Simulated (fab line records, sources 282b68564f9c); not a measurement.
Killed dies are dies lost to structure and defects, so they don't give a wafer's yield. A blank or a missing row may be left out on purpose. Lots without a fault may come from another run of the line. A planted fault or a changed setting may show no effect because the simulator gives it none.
fab line records | flow rit_cmos
record lots=6 wafers=18 last_day=6
route steps=202 shown NWELL@36 PWELL@39 WELLDRIVE@50 NRETRO@53 PRETRO@64 GATE@75 CONTACT@179 M1@202
lots that met no fault: from a run of the same line without faults
start_h: hours from the record's first day to the start of the lot's first wafer shown | wait_h: hours since the lot's step before | " the same as in the row above | L1.1+2: a row that stands for several wafers | - no value, or no start given | * or withheld: withheld | < > ~ a bound
route shown NAME@n: a module of which the file shows steps, and the number in the route of the first | usual: mean/standard deviation of fault-free wafers | same: alike in all rows | chamber/n: place in a boat | sites: the reading at each site | _std_site: their standard deviation | _edge_site: outer sites' mean less inner sites' | radius_mm: how far each site lies from the wafer's centre | mask NAME#n: copy n | behind: the tool/chamber that last shaped the wafer | hold: why the lot was held/for how many hours/how that ended | device: the transistor (n, p or np) that didn't switch | end of line: the same wafers' tests at the end of the route | a step without rows: its recipe alone | killed: dies lost to structure and defects at the first sort, not the wafer's yield | map: a wafer's dies, x killed, . not, _ none there
set.NAME: the setting as run; set.NAME@STEP: as run at that earlier step | model.NAME: the simulator's own value behind a step, which no gauge read
lots at some steps of the route; a table a step, a row a wafer
services: from which hour (start_h, from the record's first day; less than 0 if before it) a tool's chamber was out of use, for how many hours, and why
## steps
# step RIT_NWELL_IMPLANT_08
# recipe species=P energy_kev=170 dose_cm2=5e+13 tilt_deg=7
# step RIT_NWELL_STRIP_09
# recipe chemistry=O2 time_s=180 resist=NOVOLAK platen_temp_c=withheld power_w=500 pressure_mtorr=4000 o2_flow_sccm=4000
# usual drypump_motor_current_A=5.3/0.5
# columns lot.wafer tool chamber start_h wait_h drypump_motor_current_A rf_hours_counter_h
L301.3 plasma_asher-02 1 21.28 0.1 5.5 -
L301.4 " 0 " " 4.7 -
L301.6 " 0 " " 4.7 -
L305.1 plasma_asher-03 1 41.88 0.1 5.4 34
L305.2 " 0 " " 5.4 34
L305.6 " 0 " " 5.4 -
L310.1 plasma_asher-02 0 67.98 0.1 4.7 29
L310.2 " 1 " " 5.5 29
L310.4 " 1 " " 5.5 -
L315.2 plasma_asher-04 0 90.69 0.1 6.3 48
L315.5 " 0 " " 6.3 -
L315.6 " 1 " " 4.9 -
L316.2 plasma_asher-03 0 96.04 0.1 5.4 39
L316.3 " 0 " " 5.4 -
L316.5 " 1 " " 5.4 -
L317.1 plasma_asher-03 0 100.73 0.1 5.4 40
L317.5 " 1 " " 5.4 -
L317.6 " 0 " " 5.4 -
# step RIT_NWELL_TW_MEAS_10
# usual NWELL_TW=2151/15
# columns lot.wafer tool chamber start_h wait_h NWELL_TW
L301.3 film_metro-03 - 21.42 0.1 2169
L301.4 " - " " 2147
L301.6 " - " " 2170
L305.1 film_metro-04 - 42.06 0.1 2137
L305.2 " - " " 2137
L305.6 " - " " 2130
L310.1 film_metro-02 - 68.16 0.1 2147
L310.2 " - " " 2153
L310.4 " - " " 2149
L315.2 film_metro-04 - 90.87 0.1 2159
L315.5 " - " " 2157
L315.6 " - " " 2144
L316.2 film_metro-02 - 96.22 0.1 2167
L316.3 " - " " 2177
L316.5 " - " " 2173
L317.1 film_metro-04 - 100.90 0.1 2137
L317.5 " - " " 2136
L317.6 " - " " 2135
# step RIT_PWELL_HMDS_00
# recipe prime_time_s=60 prime_temp_c=140
# step RIT_PWELL_COAT_01
# recipe resist=NOVOLAK spin_rpm=2000 resist_thk_nm=1300
# step RIT_PWELL_SOFTBAKE_02
# recipe resist=NOVOLAK temp_c=90 time_s=60
# step RIT_PWELL_EXPOSE_03
# recipe mask_id=M3 na=0.57 target_cd_nm=43700 dose_mj=250
# step RIT_PWELL_PEB_04
# recipe resist=NOVOLAK temp_c=withheld time_s=withheld
# step RIT_PWELL_DEVELOP_05
# recipe resist=NOVOLAK develop_time_s=68 dev_temp_c=23.31
# step RIT_PWELL_OVL_MEAS_06
# usual PWELL_OVL=0.0/1.3
# columns lot.wafer tool chamber start_h wait_h PWELL_OVL[nm]
L301.3 overlay-02 - 22.49 - 0.3
L301.4 " - " " -1.5
L301.6 " - " " 0.5
L305.1 overlay-01 - 43.10 - 0.1
L305.2 " - " " -0.2
L305.6 " - " " -0.1
L310.1 overlay-02 - 69.22 - -2.3
L310.2 " - " " -0.5
L310.4 " - " " -2.7
L315.2 overlay-01 - 91.93 - 0.0
L315.5 " - " " 0.3
L315.6 " - " " 0.9
L316.2 overlay-01 - 97.28 - -0.5
L316.3 " - " " -1.9
L316.5 " - " " 0.8
L317.1 overlay-02 - 101.94 - -1.1
L317.5 " - " " -0.3
L317.6 " - " " -1.3
# step RIT_PWELL_HARDBAKE_07
# recipe resist=NOVOLAK temp_c=140 time_s=120
# step RIT_PWELL_IMPLANT_08
# recipe species=B energy_kev=170 dose_cm2=7e+13 tilt_deg=7
# step RIT_PWELL_STRIP_09
# recipe chemistry=O2 time_s=180 resist=NOVOLAK platen_temp_c=withheld power_w=500 pressure_mtorr=4000 o2_flow_sccm=4000
# usual drypump_motor_current_A=5.6/0.58
# columns lot.wafer tool chamber start_h wait_h drypump_motor_current_A rf_hours_counter_h
L301.3 plasma_asher-03 0 22.97 0.1 5.4 -
L301.4 " 1 " " 5.4 -
L301.6 " 1 " " 5.4 -
L305.1 plasma_asher-04 1 43.53 0.1 4.9 43
L305.2 " 0 " " 6.3 43
L305.6 " 0 " " 6.3 -
L310.1 plasma_asher-03 0 69.66 0.1 5.4 37
L310.2 " 1 " " 5.4 37
L310.4 " 0 " " 5.4 -
L315.2 plasma_asher-04 0 92.36 0.1 6.3 48
L315.5 " 1 " " 4.9 -
L315.6 " 0 " " 6.3 -
L316.2 plasma_asher-04 1 97.71 0.1 4.9 49
L316.3 " 0 " " 6.3 -
L316.5 " 1 " " 4.9 -
L317.1 plasma_asher-01 1 102.38 0.1 6.1 48
L317.5 " 0 " " 6.0 -
L317.6 " 1 " " 6.1 -
# step RIT_PWELL_TW_MEAS_10
# usual PWELL_TW=954/5.4
# columns lot.wafer tool chamber start_h wait_h PWELL_TW
L301.3 film_metro-04 - 23.10 0.1 958
L301.4 " - " " 960
L301.6 " - " " 957
L305.1 film_metro-03 - 43.71 0.1 958
L305.2 " - " " 955
L305.6 " - " " 957
L310.1 film_metro-02 - 69.83 0.1 953
L310.2 " - " " 955
L310.4 " - " " 956
L315.2 film_metro-02 - 92.55 0.1 950
L315.5 " - " " 955
L315.6 " - " " 957
L316.2 film_metro-04 - 97.90 0.1 949
L316.3 " - " " 949
L316.5 " - " " 952
L317.1 film_metro-02 - 102.56 0.1 960
L317.5 " - " " 958
L317.6 " - " " 959
# step RIT_WELLDRIVE_ANNEAL_00
# recipe temp_c=1100 time_s=14700 ambient=N2
# step RIT_WELLDRIVE_RS_MEAS_01
# recipe thk_meas_gauge=four-point-probe
# usual NWELL_RS=275.5/0.81
# columns lot.wafer tool chamber start_h wait_h NWELL_RS[ohm/sq]
L301.3 film_metro-04 - 28.27 0.0 276.5
L301.4 " - " " 277.1
L301.6 " - " " 275.8
L305.1 film_metro-04 - 48.85 0.0 274.5
L305.2 " - " " 274.5
L305.6 " - " " 274.8
L310.1 film_metro-03 - 74.98 0.0 276.4
L310.2 " - " " 275.4
L310.4 " - " " 274.8
L315.2 film_metro-03 - 98.60 0.0 274.2
L315.5 " - " " 274.4
L315.6 " - " " 273.9
L316.2 film_metro-03 - 103.17 0.0 273.7
L316.3 " - " " 273.7
L316.5 " - " " 272.7
L317.1 film_metro-03 - 108.23 0.0 275.6
L317.5 " - " " 274.4
L317.6 " - " " 275.2
# step RIT_WELLDRIVE_RS_MEAS_02
# recipe thk_meas_gauge=four-point-probe
# usual PWELL_RS=429.5/1.1
# columns lot.wafer tool chamber start_h wait_h PWELL_RS[ohm/sq]
L301.3 film_metro-04 - 28.39 0.1 429.4
L301.4 " - " " 430.7
L301.6 " - " " 429.8
L305.1 film_metro-04 - 48.97 0.1 429.0
L305.2 " - " " 429.8
L305.6 " - " " 430.0
L310.1 film_metro-03 - 75.10 0.1 428.6
L310.2 " - " " 428.5
L310.4 " - " " 428.0
L315.2 film_metro-03 - 98.72 0.1 430.1
L315.5 " - " " 429.6
L315.6 " - " " 429.3
L316.2 film_metro-03 - 103.29 0.1 430.2
L316.3 " - " " 429.0
L316.5 " - " " 428.7
L317.1 film_metro-03 - 108.35 0.1 428.8
L317.5 " - " " 429.7
L317.6 " - " " 429.3
# step RIT_NRETRO_HMDS_00
# recipe prime_time_s=60 prime_temp_c=140
# step RIT_NRETRO_COAT_01
# recipe resist=NOVOLAK spin_rpm=2000 resist_thk_nm=1300
# step RIT_NRETRO_SOFTBAKE_02
# recipe resist=NOVOLAK temp_c=90 time_s=60
# step RIT_NRETRO_EXPOSE_03
# recipe mask_id=M4 na=0.57 target_cd_nm=43900 dose_mj=250
# step RIT_NRETRO_PEB_04
# recipe resist=NOVOLAK temp_c=withheld time_s=withheld
# step RIT_NRETRO_DEVELOP_05
# recipe resist=NOVOLAK develop_time_s=68 dev_temp_c=23
# step RIT_NRETRO_OVL_MEAS_06
# usual NRETRO_OVL=0.1/1.3
# columns lot.wafer tool chamber start_h wait_h NRETRO_OVL[nm]
L301.3 overlay-01 - 29.48 - -0.8
L301.4 " - " " -2.0
L301.6 " - " " 0.1
L305.1 overlay-01 - 49.97 - -0.4
L305.2 " - " " -1.2
L305.6 " - " " -1.3
L310.1 overlay-02 - 76.10 - 1.9
L310.2 " - " " 1.5
L310.4 " - " " 2.2
L315.2 overlay-01 - 99.83 - 0.5
L315.5 " - " " -1.2
L315.6 " - " " -0.1
L316.2 overlay-02 - 104.28 - -2.1
L316.3 " - " " -2.2
L316.5 " - " " -1.6
L317.1 overlay-02 - 109.48 - 0.1
L317.5 " - " " 0.1
L317.6 " - " " 1.1
# step RIT_NRETRO_HARDBAKE_07
# recipe resist=NOVOLAK temp_c=140 time_s=120
# step RIT_NRETRO_IMPLANT_08
# recipe species=P energy_kev=68.66 dose_cm2=1e+13 tilt_deg=7
# step RIT_NRETRO_STRIP_09
# recipe chemistry=O2 time_s=180 resist=NOVOLAK platen_temp_c=withheld power_w=500 pressure_mtorr=4000 o2_flow_sccm=4000
# usual drypump_motor_current_A=5.5/0.6
# columns lot.wafer tool chamber start_h wait_h drypump_motor_current_A rf_hours_counter_h
L301.3 plasma_asher-04 0 29.97 0.1 6.3 -
L301.4 " 1 " " 4.9 -
L301.6 " 1 " " 4.9 -
L305.1 plasma_asher-01 1 50.41 0.1 6.0 43
L305.2 " 0 " " 6.0 43
L305.6 " 1 " " 6.0 -
L310.1 plasma_asher-01 1 76.53 0.1 6.0 45
L310.2 " 0 " " 6.0 45
L310.4 " 0 " " 6.0 -
L315.2 plasma_asher-02 0 100.26 0.1 4.7 32
L315.5 " 0 " " 4.7 -
L315.6 " 1 " " 5.5 -
L316.2 plasma_asher-01 1 104.71 0.1 6.1 48
L316.3 " 0 " " 5.9 -
L316.5 " 1 " " 6.0 -
L317.1 plasma_asher-04 0 109.92 0.1 6.3 50
L317.5 " 0 " " 6.3 -
L317.6 " 1 " " 4.9 -
# step RIT_NRETRO_TW_MEAS_10
# usual NRETRO_TW=1044/13
# columns lot.wafer tool chamber start_h wait_h NRETRO_TW
L301.3 film_metro-02 - 30.10 0.1 1058
L301.4 " - " " 1059
L301.6 " - " " 1063
L305.1 film_metro-01 - 50.58 0.1 1028
L305.2 " - " " 1028
L305.6 " - " " 1019
L310.1 film_metro-02 - 76.71 0.1 1045
L310.2 " - " " 1045
L310.4 " - " " 1045
L315.2 film_metro-02 - 100.45 0.1 1058
L315.5 " - " " 1054
L315.6 " - " " 1050
L316.2 film_metro-01 - 104.89 0.1 1030
L316.3 " - " " 1022
L316.5 " - " " 1027
L317.1 film_metro-01 - 110.09 0.1 1031
L317.5 " - " " 1029
L317.6 " - " " 1026
# step RIT_PRETRO_HMDS_00
# recipe prime_time_s=60 prime_temp_c=140
# step RIT_PRETRO_COAT_01
# recipe resist=NOVOLAK spin_rpm=2000 resist_thk_nm=1300
# step RIT_PRETRO_SOFTBAKE_02
# recipe resist=NOVOLAK temp_c=90 time_s=60
# step RIT_PRETRO_EXPOSE_03
# recipe mask_id=M5 na=0.57 target_cd_nm=43700 dose_mj=250
# step RIT_PRETRO_PEB_04
# recipe resist=NOVOLAK temp_c=withheld time_s=withheld
# step RIT_PRETRO_DEVELOP_05
# recipe resist=NOVOLAK develop_time_s=68 dev_temp_c=23
# step RIT_PRETRO_OVL_MEAS_06
# usual PRETRO_OVL=-0.5/1.2
# columns lot.wafer tool chamber start_h wait_h PRETRO_OVL[nm]
L301.3 overlay-02 - 31.16 - -1.7
L301.4 " - " " 0.8
L301.6 " - " " -1.0
L305.1 overlay-01 - 51.52 - 0.6
L305.2 " - " " -2.0
L305.6 " - " " -1.4
L310.1 overlay-01 - 77.77 - 0.0
L310.2 " - " " -0.3
L310.4 " - " " -1.8
L315.2 overlay-01 - 101.43 - 0.5
L315.5 " - " " -1.5
L315.6 " - " " -0.6
L316.2 overlay-01 - 105.83 - -0.7
L316.3 " - " " 1.9
L316.5 " - " " 0.6
L317.1 overlay-01 - 111.16 - 1.3
L317.5 " - " " 2.1
L317.6 " - " " 1.7
# step RIT_PRETRO_HARDBAKE_07
# recipe resist=NOVOLAK temp_c=140 time_s=120
# step RIT_PRETRO_IMPLANT_08
# recipe species=B energy_kev=44.67 dose_cm2=1.2e+13 tilt_deg=7
# step RIT_PRETRO_STRIP_09
# recipe chemistry=O2 time_s=180 resist=NOVOLAK platen_temp_c=withheld power_w=500 pressure_mtorr=4000 o2_flow_sccm=4000
# usual drypump_motor_current_A=5.4/0.45
# columns lot.wafer tool chamber start_h wait_h drypump_motor_current_A rf_hours_counter_h
L301.3 plasma_asher-02 1 31.64 0.1 5.5 -
L301.4 " 0 " " 4.7 -
L301.6 " 1 " " 5.5 -
L305.1 plasma_asher-01 1 51.96 0.1 6.0 43
L305.2 " 0 " " 6.0 43
L305.6 " 0 " " 6.0 -
L310.1 plasma_asher-02 0 78.21 0.1 4.7 30
L310.2 " 1 " " 5.5 30
L310.4 " 0 " " 4.7 -
L315.2 plasma_asher-02 1 101.86 0.1 5.5 32
L315.5 " 1 " " 5.5 -
L315.6 " 0 " " 4.7 -
L316.2 plasma_asher-01 0 106.26 0.1 5.9 48
L316.3 " 1 " " 6.0 -
L316.5 " 1 " " 6.0 -
L317.1 plasma_asher-01 0 111.60 0.1 6.0 49
L317.5 " 0 " " 5.9 -
L317.6 " 1 " " 6.1 -
# step RIT_PRETRO_TW_MEAS_10
# usual PRETRO_TW=471/5.5
# columns lot.wafer tool chamber start_h wait_h PRETRO_TW
L301.3 film_metro-01 - 31.78 0.1 462
L301.4 " - " " 468
L301.6 " - " " 467
L305.1 film_metro-02 - 52.13 0.1 476
L305.2 " - " " 475
L305.6 " - " " 475
L310.1 film_metro-04 - 78.38 0.1 473
L310.2 " - " " 475
L310.4 " - " " 476
L315.2 film_metro-02 - 102.04 0.1 477
L315.5 " - " " 480
L315.6 " - " " 478
L316.2 film_metro-01 - 106.44 0.1 465
L316.3 " - " " 467
L316.5 " - " " 467
L317.1 film_metro-02 - 111.78 0.1 477
L317.5 " - " " 477
L317.6 " - " " 476
# step RIT_GATE_WET_ETCH_00
# recipe chemistry=BOE target=SiO2 target_depth_nm=56 time_s=60 dry=n2_spin dilution=10:1 temp_c=21.5
# step RIT_GATE_CLEAN_01
# recipe chemistry=SC1 mix=3:3:50 time_s=600 temp_c=75
# step RIT_GATE_CLEAN_02
# recipe chemistry=dHF dilution=50:1 time_s=30
# step RIT_CONTACT_ETCH_11
# recipe target_depth_a=4800 over_etch_frac=0.2 stop_on=TiSi2 chemistry=CHF3/CF4/Ar target=SiO2 CHF3_flow_sccm=50 cf4_flow_sccm=10 Ar_flow_sccm=100 O2_flow_sccm=5 pressure_mtorr=100 rf_w=200 time_s=320
# usual CHF3_flow_sccm=50.00/0.16 drypump_motor_current_A=5.6/0.44 oes_product_au=0.994/0.018 throttle_valve_pct=8.91/0.13
# columns lot.wafer tool chamber start_h wait_h CHF3_flow_sccm drypump_motor_current_A oes_product_au rf_hours_counter_h throttle_valve_pct model.CONTACT.cd_nm
L301.3 rie_diel-02 2 51.58 0.1 50.13 4.9 0.980 89 8.93 1002
L301.4 " 3 " " 50.17 5.8 0.971 124 8.63 1003
L301.6 " 0 " " 50.27 5.2 1.013 - 8.72 1002
L305.1 rie_diel-02 3 73.00 0.1 50.34 5.8 0.960 124 8.64 997.4
L305.2 " 1 " " 50.08 5.8 0.975 117 9.06 999.2
L305.6 " 1 " " 50.05 5.8 0.977 - 9.09 998.5
L310.1 rie_diel-03 3 98.15 0.1 49.83 5.6 0.986 79 8.96 995.2
L310.2 " 0 " " 50.07 5.5 0.970 2 8.81 996.1
L310.4 " 1 " " 49.80 5.5 1.020 89 8.79 995.3
L315.2 rie_diel-03 0 121.95 0.1 50.01 5.5 0.975 2 8.81 982.3
L315.5 " 0 " " 50.22 5.5 0.983 - 8.80 981.7
L315.6 " 1 " " 49.88 5.5 1.013 - 8.79 982.1
L316.2 rie_diel-03 2 126.43 0.1 50.08 6.0 1.004 10 9.06 991.8
L316.3 " 3 " " 50.05 5.6 0.988 79 8.95 992.8
L316.5 " 1 " " 50.20 5.5 1.020 - 8.79 991.4
L317.1 rie_diel-01 3 132.18 0.1 50.06 4.8 0.970 26 9.00 1001
L317.5 " 3 " " 50.02 4.8 0.974 - 9.00 998.4
L317.6 " 2 " " 50.06 5.7 1.020 - 8.95 999.8
# step RIT_M1_PROBE_99
# usual killed_at_contacts=0.0/0.2 killed_at_front_end=7/3.1 killed_dies=7/3.1 killed_open=3.5/1.9 killed_short=3.6/2.1
# same gross_dies=264 killed_at_M0_to_M3=0 killed_at_M4_up=0 killed_at_back_side=0 killed_at_other=0
# columns lot.wafer tool chamber start_h wait_h killed_at_contacts killed_at_front_end killed_dies killed_open killed_short model.etest.contact_to_gate.bv_left_v model.etest.contact_to_gate.bv_right_v
L301.3 prober-02 - 56.67 0.2 0 2 2 0 2 91.76 90.31
L301.4 prober-02 - 56.72 0.2 0 9 9 7 2 88.74 92.14
L301.6 prober-02 - 56.82 0.2 0 9 9 5 4 93.2 89.36
L305.1 prober-02 - 78.49 0.1 0 7 7 3 4 93.28 93.72
L305.2 prober-02 - 78.54 0.1 0 7 7 4 3 90.33 90.32
L305.6 prober-02 - 78.74 0.2 0 9 9 3 6 90.6 89.82
L310.1 prober-01 - 103.67 0.1 0 3 3 2 1 91.55 89.49
L310.2 prober-01 - 103.72 0.1 0 4 4 1 3 90.36 92.45
L310.4 prober-01 - 103.82 0.2 1 9 10 3 7 91.93 93.48
L315.2 prober-02 - 127.01 0.1 0 11 11 7 4 93.86 94.71
L315.5 prober-02 - 127.16 0.2 0 9 9 6 3 91.97 93.38
L315.6 prober-02 - 127.21 0.2 0 12 12 7 5 94.14 94.59
L316.2 prober-01 - 133.98 0.1 0 14 14 7 7 91.78 93.64
L316.3 prober-01 - 134.03 0.2 0 10 10 5 5 90.51 88.59
L316.5 prober-01 - 134.13 0.2 0 5 5 1 4 90.95 91.88
L317.1 prober-02 - 137.40 0.1 0 7 7 7 0 89.13 91.11
L317.5 prober-02 - 137.60 0.2 0 5 5 4 1 92.75 92.44
L317.6 prober-02 - 137.65 0.2 0 4 4 2 2 90.69 91.35
# killed by level:class
L301.3 FOX2:geometric_particle:short=2
L301.4 SPACER:geometric_particle:open=3 FOX2:geometric_particle:open=2 SPACER:geometric_particle:short=2 FOX1:geometric_particle:open=1 GATE:geometric_particle:open=1
L301.6 GATE:geometric_particle:open=4 GATE:geometric_particle:short=2 FOX2:geometric_particle:short=1 SPACER:geometric_particle:open=1 SILICIDE:geometric_particle:short=1
L305.1 GATE:geometric_particle:short=2 REOX:geometric_particle:open=2 FOX2:geometric_particle:open=1 REOX:geometric_particle:short=1 SILICIDE:geometric_particle:short=1
L305.2 FOX1:geometric_particle:open=2 GATE:geometric_particle:short=2 FOX2:geometric_particle:open=1 REOX:geometric_particle:open=1 REOX:geometric_particle:short=1
L305.6 FOX1:geometric_particle:short=2 GATE:geometric_particle:short=2 GATE:geometric_particle:open=2 FOX1:geometric_particle:open=1 REOX:geometric_particle:short=1 SILICIDE:geometric_particle:short=1
L310.1 REOX:geometric_particle:short=1 REOX:geometric_particle:open=1 SPACER:geometric_particle:open=1
L310.2 SPACER:geometric_particle:short=2 GATE:geometric_particle:open=1 SILICIDE:geometric_particle:short=1
L310.4 REOX:geometric_particle:short=4 REOX:geometric_particle:open=2 FOX1:geometric_particle:short=1 GATE:geometric_particle:short=1 SPACER:geometric_particle:short=1 CONTACT:geometric_particle:open=1
L315.2 GATE:geometric_particle:open=3 GATE:geometric_particle:short=2 SPACER:geometric_particle:open=2 FOX1:geometric_particle:short=1 FOX1:geometric_particle:open=1 FOX2:geometric_particle:open=1 SPACER:geometric_particle:short=1
L315.5 GATE:geometric_particle:open=2 SPACER:geometric_particle:short=2 SILICIDE:geometric_particle:open=2 FOX1:geometric_particle:short=1 REOX:geometric_particle:open=1 SPACER:geometric_particle:open=1
L315.6 SPACER:geometric_particle:short=4 SPACER:geometric_particle:open=2 SILICIDE:geometric_particle:open=2 FOX1:geometric_particle:open=1 GATE:geometric_particle:open=1 REOX:geometric_particle:open=1 SILICIDE:geometric_particle:short=1
L316.2 GATE:geometric_particle:open=3 FOX2:geometric_particle:short=2 GATE:geometric_particle:short=2 SPACER:geometric_particle:short=2 FOX1:geometric_particle:open=1 REOX:geometric_particle:short=1 REOX:geometric_particle:open=1 SPACER:geometric_particle:open=1
L316.3 SILICIDE:geometric_particle:open=4 REOX:geometric_particle:short=2 SILICIDE:geometric_particle:short=2 GATE:geometric_particle:short=1 GATE:geometric_particle:open=1
L316.5 FOX1:geometric_particle:short=2 SPACER:geometric_particle:short=2 GATE:geometric_particle:open=1
L317.1 FOX1:geometric_particle:open=3 SILICIDE:geometric_particle:open=3 GATE:geometric_particle:open=1
L317.5 GATE:geometric_particle:open=2 FOX1:geometric_particle:open=1 FOX2:geometric_particle:open=1 SILICIDE:geometric_particle:short=1
L317.6 GATE:geometric_particle:open=2 FOX1:geometric_particle:short=1 GATE:geometric_particle:short=1
## services
# columns tool chamber start_h hours kind
plasma_asher-03 - 30.14 7.3 repair
rie_diel-02 3 35.02 13.1 repair
plasma_asher-02 - 50.59 2.3 repair
rie_diel-03 2 56.03 2.7 repair
plasma_asher-01 - 60.14 2.8 pm
plasma_asher-02 - 77.20 0.7 repair
plasma_asher-02 - 78.69 1.6 repair
plasma_asher-03 - 79.26 1.9 repair
rie_diel-03 0 84.88 4.8 repair
plasma_asher-02 - 88.25 2.5 repair
rie_diel-01 - 104.43 27.2 repair
plasma_asher-03 - 108.75 9.0 pm
plasma_asher-03 0 108.75 9.0 vent_cycle
plasma_asher-03 1 108.75 9.0 vent_cycle
plasma_asher-03 0 117.75 - clean
plasma_asher-03 1 117.75 - clean
## key
first_sign none at tools or gauges
model_effect step=RIT_CONTACT_ETCH_11 value=CONTACT.cd_nm without=1000 struck=985.8
model_effect step=RIT_M1_PROBE_99 value=etest.contact_to_gate.bv_left_v without=89.16 struck=92.84
met_at RIT_PWELL_STRIP_09
struck_wafers L315.2,L315.6,L316.3
tester_left_out L315,L316
loop_trim step=RIT_CONTACT_EXPOSE_05 setting=dose lots=L315,L316
onset_between 43.53 92.36
fault kind=process_parameter_drift tool=plasma_asher-04 chamber=0 onset_h=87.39 steps=RIT_PWELL_STRIP_09 channel=power_w offset=58.674 shape=step end_h=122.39 acts_in=these_recipes_only stated=500
# tester_left_out: of these lots the tester's yield and bins aren't shown, on N5 and GAA mostly nor the transistor test; their killed dies are dies lost to structure and defects alone, not to doping, threshold or leakage, so they don't give the yield
# loop_trim: a control loop set the setting to another value than it would have without faults
